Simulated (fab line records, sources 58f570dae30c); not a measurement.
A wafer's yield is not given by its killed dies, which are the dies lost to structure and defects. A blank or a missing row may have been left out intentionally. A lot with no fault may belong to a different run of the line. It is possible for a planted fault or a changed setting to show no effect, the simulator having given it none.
Which tool is to blame? || flow berkeleyCmos170 || Sampling: 14 lots, 42 wafers, 4 of 331 route steps

WHAT EACH GAUGE READ, for each wafer
UCB170_M3_OVL_MEAS_16. Usual: M3_OVL gives 1 nm (standard deviation 4.9).
{"lot": "L981", "measured": "day 8 23:15", "on": "overlay-02", "M3_OVL (nm)": "-2 3 3", "flag": ""}
{"lot": "L980", "measured": "day 8 23:48", "on": "overlay-01", "M3_OVL (nm)": "5 1 4", "flag": ""}
{"lot": "L982", "measured": "day 9 01:14", "on": "overlay-01", "M3_OVL (nm)": "-1 0 -2", "flag": ""}
{"lot": "L983", "measured": "day 8 23:32", "on": "overlay-02", "M3_OVL (nm)": "10 5 2", "flag": ""}
{"lot": "L984", "measured": "day 9 10:41", "on": "overlay-02", "M3_OVL (nm)": "-1 -2 3", "flag": ""}
{"lot": "L988", "measured": "day 9 23:34", "on": "overlay-01", "M3_OVL (nm)": "10 7 5", "flag": ""}
{"lot": "L989", "measured": "day 10 16:16", "on": "overlay-02", "M3_OVL (nm)": "12 8 9", "flag": ""}
{"lot": "L992", "measured": "day 10 23:33", "on": "overlay-02", "M3_OVL (nm)": "4 -4 -3", "flag": ""}
{"lot": "L993", "measured": "day 10 22:56", "on": "overlay-02", "M3_OVL (nm)": "-10 -4 -6", "flag": ""}
{"lot": "L994", "measured": "day 11 00:17", "on": "overlay-01", "M3_OVL (nm)": "-3 -9 -8", "flag": ""}
{"lot": "L995", "measured": "day 11 15:56", "on": "overlay-02", "M3_OVL (nm)": "2 2 -1", "flag": ""}
{"lot": "L998", "measured": "day 12 03:24", "on": "overlay-02", "M3_OVL (nm)": "2 2 -1", "flag": ""}
{"lot": "L999", "measured": "day 12 05:35", "on": "overlay-01", "M3_OVL (nm)": "-4 -9 5", "flag": ""}
{"lot": "L100", "measured": "day 12 10:50", "on": "overlay-01", "M3_OVL (nm)": "-1 -1 -4", "flag": ""}

UCB170_M3_BOW_MEAS_20. Usual: M3_BOW gives 36 um (standard deviation 7).
{"lot": "L981", "measured": "day 8 23:45", "on": "filmMetro-01", "M3_BOW (um)": "41 42 40", "flag": ""}
{"lot": "L980", "measured": "day 9 00:18", "on": "filmMetro-02", "M3_BOW (um)": "34 43 35", "flag": ""}
{"lot": "L982", "measured": "day 9 01:44", "on": "filmMetro-02", "M3_BOW (um)": "36 40 36", "flag": ""}
{"lot": "L983", "measured": "day 9 00:02", "on": "filmMetro-04", "M3_BOW (um)": "60 39 41", "flag": ""}
{"lot": "L984", "measured": "day 9 11:13", "on": "filmMetro-02", "M3_BOW (um)": "40 50 38", "flag": ""}
{"lot": "L988", "measured": "day 10 00:02", "on": "filmMetro-01", "M3_BOW (um)": "38 48 39", "flag": ""}
{"lot": "L989", "measured": "day 10 16:45", "on": "filmMetro-01", "M3_BOW (um)": "34 23 41", "flag": ""}
{"lot": "L992", "measured": "day 11 00:02", "on": "filmMetro-02", "M3_BOW (um)": "48 39 36", "flag": ""}
{"lot": "L993", "measured": "day 10 23:25", "on": "filmMetro-02", "M3_BOW (um)": "31 36 42", "flag": ""}
{"lot": "L994", "measured": "day 11 00:47", "on": "filmMetro-02", "M3_BOW (um)": "25 24 24", "flag": ""}
{"lot": "L995", "measured": "day 11 16:28", "on": "filmMetro-01", "M3_BOW (um)": "42 32 32", "flag": ""}
{"lot": "L998", "measured": "day 12 03:54", "on": "filmMetro-02", "M3_BOW (um)": "39 43 40", "flag": ""}
{"lot": "L999", "measured": "day 12 06:11", "on": "filmMetro-04", "M3_BOW (um)": "35 49 36", "flag": ""}
{"lot": "L100", "measured": "day 12 11:20", "on": "filmMetro-04", "M3_BOW (um)": "33 37 39", "flag": ""}

WHAT TOOL EACH LOT RAN ON (gives the tool, then ch and the chambers of the sampled wafers, and finally the start)
{"lot": "L981", "UCB170_PWELL_CLEAN_00": "wetBench-02 ch 0, day 3 10:20", "UCB170_M2_STRIP_07": "plasmaAsher-01 ch 0,1, day 8 13:59"}
{"lot": "L980", "UCB170_PWELL_CLEAN_00": "wetBench-01 ch 1, day 3 14:37", "UCB170_M2_STRIP_07": "plasmaAsher-02 ch 0,1, day 8 15:27"}
{"lot": "L982", "UCB170_PWELL_CLEAN_00": "wetBench-01 ch 2, day 3 15:29", "UCB170_M2_STRIP_07": "plasmaAsher-04 ch 0,1, day 8 17:27"}
{"lot": "L983", "UCB170_PWELL_CLEAN_00": "wetBench-04 ch 3, day 3 17:37", "UCB170_M2_STRIP_07": "plasmaAsher-01 ch 0,1, day 8 14:37"}
{"lot": "L984", "UCB170_PWELL_CLEAN_00": "wetBench-01 ch 1, day 3 22:51", "UCB170_M2_STRIP_07": "plasmaAsher-01 ch 0, day 9 02:43"}
{"lot": "L988", "UCB170_PWELL_CLEAN_00": "wetBench-04 ch 1, day 4 19:17", "UCB170_M2_STRIP_07": "plasmaAsher-04 ch 0,1, day 9 15:35"}
{"lot": "L989", "UCB170_PWELL_CLEAN_00": "wetBench-04 ch 2, day 5 07:35", "UCB170_M2_STRIP_07": "plasmaAsher-01 ch 0,1, day 10 07:33"}
{"lot": "L992", "UCB170_PWELL_CLEAN_00": "wetBench-04 ch 1, day 5 23:17", "UCB170_M2_STRIP_07": "plasmaAsher-04 ch 0,1, day 10 14:17"}
{"lot": "L993", "UCB170_PWELL_CLEAN_00": "wetBench-04 ch 1, day 5 23:17", "UCB170_M2_STRIP_07": "plasmaAsher-01 ch 0,1, day 10 13:50"}
{"lot": "L994", "UCB170_PWELL_CLEAN_00": "wetBench-04 ch 2, day 5 23:17", "UCB170_M2_STRIP_07": "plasmaAsher-01 ch 0, day 10 14:40"}
{"lot": "L995", "UCB170_PWELL_CLEAN_00": "wetBench-04 ch 1, day 6 10:58", "UCB170_M2_STRIP_07": "plasmaAsher-01 ch 0,1, day 11 09:31"}
{"lot": "L998", "UCB170_PWELL_CLEAN_00": "wetBench-02 ch 2, day 6 21:23", "UCB170_M2_STRIP_07": "plasmaAsher-02 ch 0,1, day 11 18:08"}
{"lot": "L999", "UCB170_PWELL_CLEAN_00": "wetBench-04 ch 1, day 6 22:11", "UCB170_M2_STRIP_07": "plasmaAsher-02 ch 0,1, day 11 18:40"}
{"lot": "L100", "UCB170_PWELL_CLEAN_00": "wetBench-02 ch 3, day 7 05:09", "UCB170_M2_STRIP_07": "plasmaAsher-01 ch 0,1, day 12 01:47"}
- UCB170_PWELL_CLEAN_00: cleans in SPM, time 600 s.
- UCB170_M2_STRIP_07: strips in O2.

WHAT THE TOOLS THEMSELVES READ (means of the sampled wafers that have a number; where no wafer has one, the mark that the record gives instead)
UCB170_PWELL_CLEAN_00. Usual: bathGuardTempC 119.9 C, standard deviation 0.39; bathHeatDutyPct 13.0 %, standard deviation 1.5.
{"lot": "L981", "tool": "wetBench-02", "bathGuardTempC (C)": 119.8, "bathHeatDutyPct (%)": 11.1, "flag": ""}
{"lot": "L980", "tool": "wetBench-01", "bathGuardTempC (C)": 119.9, "bathHeatDutyPct (%)": 13.1, "flag": ""}
{"lot": "L982", "tool": "wetBench-01", "bathGuardTempC (C)": 120.2, "bathHeatDutyPct (%)": 12.6, "flag": ""}
{"lot": "L983", "tool": "wetBench-04", "bathGuardTempC (C)": 119.4, "bathHeatDutyPct (%)": 11.1, "flag": ""}
{"lot": "L984", "tool": "wetBench-01", "bathGuardTempC (C)": 119.9, "bathHeatDutyPct (%)": 13.0, "flag": ""}
{"lot": "L988", "tool": "wetBench-04", "bathGuardTempC (C)": "-", "bathHeatDutyPct (%)": "-", "flag": "OFF"}
{"lot": "L989", "tool": "wetBench-04", "bathGuardTempC (C)": "-", "bathHeatDutyPct (%)": "-", "flag": "OFF"}
{"lot": "L992", "tool": "wetBench-04", "bathGuardTempC (C)": 119.7, "bathHeatDutyPct (%)": 15.3, "flag": ""}
{"lot": "L993", "tool": "wetBench-04", "bathGuardTempC (C)": 119.7, "bathHeatDutyPct (%)": 14.1, "flag": ""}
{"lot": "L994", "tool": "wetBench-04", "bathGuardTempC (C)": 119.9, "bathHeatDutyPct (%)": 13.1, "flag": ""}
{"lot": "L995", "tool": "wetBench-04", "bathGuardTempC (C)": 119.7, "bathHeatDutyPct (%)": 14.3, "flag": ""}
{"lot": "L998", "tool": "wetBench-02", "bathGuardTempC (C)": 119.5, "bathHeatDutyPct (%)": 16.3, "flag": ""}
{"lot": "L999", "tool": "wetBench-04", "bathGuardTempC (C)": 119.7, "bathHeatDutyPct (%)": 14.8, "flag": ""}
{"lot": "L100", "tool": "wetBench-02", "bathGuardTempC (C)": 119.8, "bathHeatDutyPct (%)": 13.5, "flag": ""}

UCB170_M2_STRIP_07. Usual: drypumpMotorCurrentA 6.1 A, standard deviation 0.36; oesProductAu 0.735 a.u., standard deviation 0.0046; stripTimeToEndpointS 21.98 s, standard deviation 0.072.
{"lot": "L981", "tool": "plasmaAsher-01", "drypumpMotorCurrentA (A)": 6.0, "oesProductAu (a.u.)": 0.734, "stripTimeToEndpointS (s)": 21.94, "flag": ""}
{"lot": "L980", "tool": "plasmaAsher-02", "drypumpMotorCurrentA (A)": 5.8, "oesProductAu (a.u.)": 0.731, "stripTimeToEndpointS (s)": 21.96, "flag": ""}
{"lot": "L982", "tool": "plasmaAsher-04", "drypumpMotorCurrentA (A)": 6.4, "oesProductAu (a.u.)": 0.733, "stripTimeToEndpointS (s)": 21.90, "flag": ""}
{"lot": "L983", "tool": "plasmaAsher-01", "drypumpMotorCurrentA (A)": 6.1, "oesProductAu (a.u.)": 0.738, "stripTimeToEndpointS (s)": 22.01, "flag": ""}
{"lot": "L984", "tool": "plasmaAsher-01", "drypumpMotorCurrentA (A)": 6.2, "oesProductAu (a.u.)": 0.733, "stripTimeToEndpointS (s)": 21.99, "flag": ""}
{"lot": "L988", "tool": "plasmaAsher-04", "drypumpMotorCurrentA (A)": 6.4, "oesProductAu (a.u.)": 0.732, "stripTimeToEndpointS (s)": 21.96, "flag": ""}
{"lot": "L989", "tool": "plasmaAsher-01", "drypumpMotorCurrentA (A)": 6.0, "oesProductAu (a.u.)": 0.731, "stripTimeToEndpointS (s)": 22.01, "flag": ""}
{"lot": "L992", "tool": "plasmaAsher-04", "drypumpMotorCurrentA (A)": 6.4, "oesProductAu (a.u.)": 0.735, "stripTimeToEndpointS (s)": 22.15, "flag": ""}
{"lot": "L993", "tool": "plasmaAsher-01", "drypumpMotorCurrentA (A)": 6.1, "oesProductAu (a.u.)": 0.736, "stripTimeToEndpointS (s)": 22.08, "flag": ""}
{"lot": "L994", "tool": "plasmaAsher-01", "drypumpMotorCurrentA (A)": 6.2, "oesProductAu (a.u.)": 0.731, "stripTimeToEndpointS (s)": 21.99, "flag": ""}
{"lot": "L995", "tool": "plasmaAsher-01", "drypumpMotorCurrentA (A)": 6.0, "oesProductAu (a.u.)": 0.733, "stripTimeToEndpointS (s)": 22.00, "flag": ""}
{"lot": "L998", "tool": "plasmaAsher-02", "drypumpMotorCurrentA (A)": 5.8, "oesProductAu (a.u.)": 0.737, "stripTimeToEndpointS (s)": 21.83, "flag": ""}
{"lot": "L999", "tool": "plasmaAsher-02", "drypumpMotorCurrentA (A)": 5.8, "oesProductAu (a.u.)": 0.738, "stripTimeToEndpointS (s)": 22.07, "flag": ""}
{"lot": "L100", "tool": "plasmaAsher-01", "drypumpMotorCurrentA (A)": 6.0, "oesProductAu (a.u.)": 0.738, "stripTimeToEndpointS (s)": 21.90, "flag": ""}

THE ANSWER, worked out from the rows above alone
Rule: lot off if the mean of its wafers having a number is beyond 3 standard deviations from the usual mean. Also off: a lot with no number at a reading for which 4 or more lots have one. The other lots that the step has rows for count as sound. The gauges are gone through in route order, then the tools' own readings, and for those a lot's mean is taken as printed above. At the first step where some lot is off, the reading lying furthest off is the one used; lots without a number count as furthest.
Off at UCB170_PWELL_CLEAN_00 (bathGuardTempC): L988, L989. Without a number there: L988, L989.
A tool fits if, at that step or a process step before it, it ran every lot that is off, and no sound lot after the first of them. No candidate that was tried fits.

WHAT THE SIMULATOR PUT IN
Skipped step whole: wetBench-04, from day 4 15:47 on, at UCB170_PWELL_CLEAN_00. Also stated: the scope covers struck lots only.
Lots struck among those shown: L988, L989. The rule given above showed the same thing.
